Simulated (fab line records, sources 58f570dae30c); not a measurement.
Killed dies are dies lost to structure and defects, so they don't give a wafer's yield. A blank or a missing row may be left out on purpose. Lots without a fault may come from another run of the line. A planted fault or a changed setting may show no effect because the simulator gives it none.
Chamber matching | flow berkeley_cmos170 | UCB170_FIELD_WET_ETCH_05 on wet_bench-01: 4 sister chambers
The step etches Si3N4 in H3PO4, time 12600 s. 16 wafers are shown with their chamber, then 8 later ones without.

WAFERS WITH THEIR CHAMBER
wafer  | chamber | bath_guard_temp_C (C) | bath_heat_duty_pct (%)
L648.4 | 1       | 161.1                 | 28.1
L648.5 | 1       | 160.5                 | 26.0
L648.6 | 1       | 160.7                 | 26.4
L649.1 | 3       | 160.5                 | 27.0
L649.3 | 3       | 160.4                 | 26.4
L649.4 | 3       | 160.7                 | 26.1
L652.2 | 0       | 160.2                 | 21.3
L652.4 | 0       | 159.3                 | 21.3
L652.6 | 0       | 159.7                 | 20.3
L653.1 | 0       | 159.9                 | 23.0
L653.2 | 0       | 159.9                 | 22.0
L653.6 | 0       | 159.8                 | 21.4
L654.1 | 2       | 159.4                 | 24.0
L654.4 | 2       | 159.4                 | 27.1
L654.6 | 2       | 159.5                 | 26.3
L655.1 | 3       | 160.5                 | 25.8

SIGNATURES (means of the wafers above)
reading            | chamber 0 | chamber 1 | chamber 2 | chamber 3 | scatter within a chamber
bath_guard_temp_C  | 159.800   | 160.767   | 159.433   | 160.525   | 0.238
bath_heat_duty_pct | 21.550    | 26.833    | 25.800    | 26.325    | 1.02
Rule: a wafer's distance from a chamber is the root of the sum, over the readings, of the square of ((its reading less the chamber's mean) divided by the reading's scatter). The wafer belongs to the nearest chamber; if the next one is less than 2 further off, it can't be placed. The scatter: the root of (the sum of the squares of (reading less its chamber's mean) over the shown wafers, divided by (wafers less chambers)).

WAFERS WITHOUT THEIR CHAMBER
wafer  | bath_guard_temp_C (C) | bath_heat_duty_pct (%)
L655.3 | 160.7                 | 26.8
L655.5 | 160.6                 | 27.1
L656.1 | 160.4                 | 25.6
L656.3 | 160.3                 | 23.7
L656.4 | 160.7                 | 27.5
L657.2 | 159.9                 | 21.7
L657.4 | 159.6                 | 22.7
L657.6 | 159.8                 | 22.3

WHICH CHAMBER EACH WENT THROUGH
wafer  | from the rows above               | in truth
L655.3 | can't be placed: 1 or 3           | 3
L655.5 | can't be placed: 1 or 3           | 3
L656.1 | can't be placed: 3 or 1           | 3
L656.3 | can't be placed: 3 or 0 or 1 or 2 | 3
L656.4 | can't be placed: 1 or 3           | 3
L657.2 | 0                                 | 0
L657.4 | can't be placed: 0 or 2           | 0
L657.6 | 0                                 | 0
Placed correctly: 2 of 8. Can't be placed from these rows: 6 (the true chamber is among the candidates in 6). Placed wrongly: 0.
